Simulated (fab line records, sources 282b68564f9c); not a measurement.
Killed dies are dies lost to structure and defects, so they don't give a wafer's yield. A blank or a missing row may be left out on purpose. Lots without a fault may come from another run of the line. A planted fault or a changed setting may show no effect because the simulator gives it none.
A struck lot beside a sound one | flow rit_cmos | 32 steps out of a route of 202
Sound: wafers L466.1, L466.3, L466.6. Struck: wafers L483.1, L483.3, L483.5. The cause comes at the end.
At each step with rows: each side's tool, then ch and its chambers, then its first start. Under that, the readings that differ: sound wafers | struck wafers | difference of the means | sigmas: that difference in standard deviations of wafers without a fault.
alike: readings whose means differ by less than 2 such deviations, and words and numbers that are the same on both sides. not compared: withheld readings, readings that some wafer has no value for, bounds like >300 that may hide the same value, and numbers for which the record gives no deviation and whose values overlap.
The two part at a step that has a row with sigmas, a row that says differs or no value, or rows on one side only. Numbers that don't overlap but have no deviation are shown without sigmas and don't part them. A reading that every wafer of one side lacks parts them only if that side has two wafers or more.

RIT_ACTIVE_BOW_MEAS_00:
  sound on film_metro-02, day 1 20:00; struck on film_metro-03, day 5 09:00
  alike: INCOMING_BOW
RIT_ACTIVE_OXIDATION_01: target thk 46.8 nm, ox time 3360 s.
  sound on furnace-04 ch 0, day 1 22:32; struck on furnace-01 ch 0, day 5 09:20
RIT_ACTIVE_THK_MEAS_02:
  sound on film_metro-03, day 2 00:28; struck on film_metro-04, day 5 11:16
  reading               | sound          | struck         | difference | sigmas
  ACTIVE_OXIDE_THK (nm) | 48.4 47.4 47.7 | 45.0 45.1 45.7 | -2.6       | -3
then, 1 step without rows for these wafers: RIT_ACTIVE_CVD_03 (deposits Si3N4 from SiH2Cl2/NH3, target thk 150 nm, time 1500 s).
RIT_ACTIVE_THK_MEAS_04:
  sound on film_metro-03, day 2 01:56; struck on film_metro-02, day 5 12:45
  alike: ACTIVE_NITRIDE_THK
then, 6 steps without rows for these wafers: RIT_ACTIVE_HMDS_05 (prime time 60 s); RIT_ACTIVE_COAT_06 (resist thk 984.1 nm); RIT_ACTIVE_SOFTBAKE_07 (time 60 s); RIT_ACTIVE_EXPOSE_08 (exposes mask M1, target cd 1400 nm); RIT_ACTIVE_PEB_09; RIT_ACTIVE_DEVELOP_10 (develop time 51.79 s).
RIT_ACTIVE_CD_MEAS_11: target cd 1400 nm.
  sound on cd_sem-01, day 2 02:51; struck on cd_sem-01, day 5 13:47
  alike: cd_nm
then, 1 step without rows for these wafers: RIT_ACTIVE_HARDBAKE_12 (time 60 s).
RIT_ACTIVE_ETCH_13: etches Si3N4 in SF6, stops on SiO2, time 210 s, target depth 210 nm.
  sound on rie_diel-04 ch 0,3, day 2 03:07; struck on rie_diel-01 ch 0,1,2, day 5 14:04
  alike: drypump_motor_current_A, oes_product_au, throttle_valve_pct
  not compared: rf_hours_counter_h
RIT_ACTIVE_STRIP_14: strips in O2, time 180 s.
  sound on plasma_asher-03 ch 0, day 2 03:16; struck on plasma_asher-04 ch 0,1, day 5 14:11
  alike: drypump_motor_current_A
  not compared: rf_hours_counter_h
RIT_ACTIVE_CD_MEAS_90: target cd 1400 nm.
  sound on cd_sem-01, day 2 03:26; struck on cd_sem-01, day 5 14:22
  alike: cd_nm
then, 4 steps without rows for these wafers: RIT_ACTIVE_CLEAN_15 (cleans in SC1, time 600 s); RIT_ACTIVE_CLEAN_16 (cleans in dHF, time 30 s); RIT_ACTIVE_CLEAN_17 (cleans in SC2, time 600 s); RIT_FOX1_OXIDATION_00 (target thk 350.7 nm, ox time 1130 s).
RIT_FOX1_THK_MEAS_01:
  sound on film_metro-03, day 2 05:14; struck on film_metro-02, day 5 16:31
  alike: FOX1_OXIDE_THK
then, 2 steps without rows for these wafers: RIT_FOX1_WET_ETCH_02 (etches SiO2 in BOE, target depth 350 nm, time 390 s); RIT_FOX2_OXIDATION_00 (target thk 350.7 nm, ox time 1130 s).
RIT_FOX2_THK_MEAS_01:
  sound on film_metro-04, day 2 06:43; struck on film_metro-04, day 5 18:01
  alike: FOX2_OXIDE_THK
then, 2 steps without rows for these wafers: RIT_FOX2_CLEAN_02 (cleans in dHF, time 180 s); RIT_FOX2_WET_ETCH_03 (etches Si3N4 in H3PO4, target depth 195 nm, time 2700 s).
RIT_FOX2_THK_MEAS_90:
  sound on film_metro-04, day 2 07:40; struck on film_metro-01, day 5 18:53
  alike: FIELD_OXIDE_LEFT_1_THK
then, 4 steps without rows for these wafers: RIT_NWELL_HMDS_00 (prime time 60 s); RIT_NWELL_COAT_01 (resist thk 1300 nm); RIT_NWELL_SOFTBAKE_02 (time 58 s); RIT_NWELL_EXPOSE_03 (exposes mask M2, target cd 43900 nm).
RIT_M1_PROBE_99:
  sound on prober-02, day 4 00:14; struck on prober-01, day 7 09:45
  reading             | sound | struck   | difference | sigmas
  killed_at_front_end | 7 5 4 | 16 19 23 | +14        | +5
  killed_dies         | 7 5 4 | 16 19 23 | +14        | +5
  alike: killed_open, killed_short

WHERE THEY PART
First at RIT_ACTIVE_THK_MEAS_02; last, within this record, at RIT_M1_PROBE_99.

WHY: what the simulator had put in
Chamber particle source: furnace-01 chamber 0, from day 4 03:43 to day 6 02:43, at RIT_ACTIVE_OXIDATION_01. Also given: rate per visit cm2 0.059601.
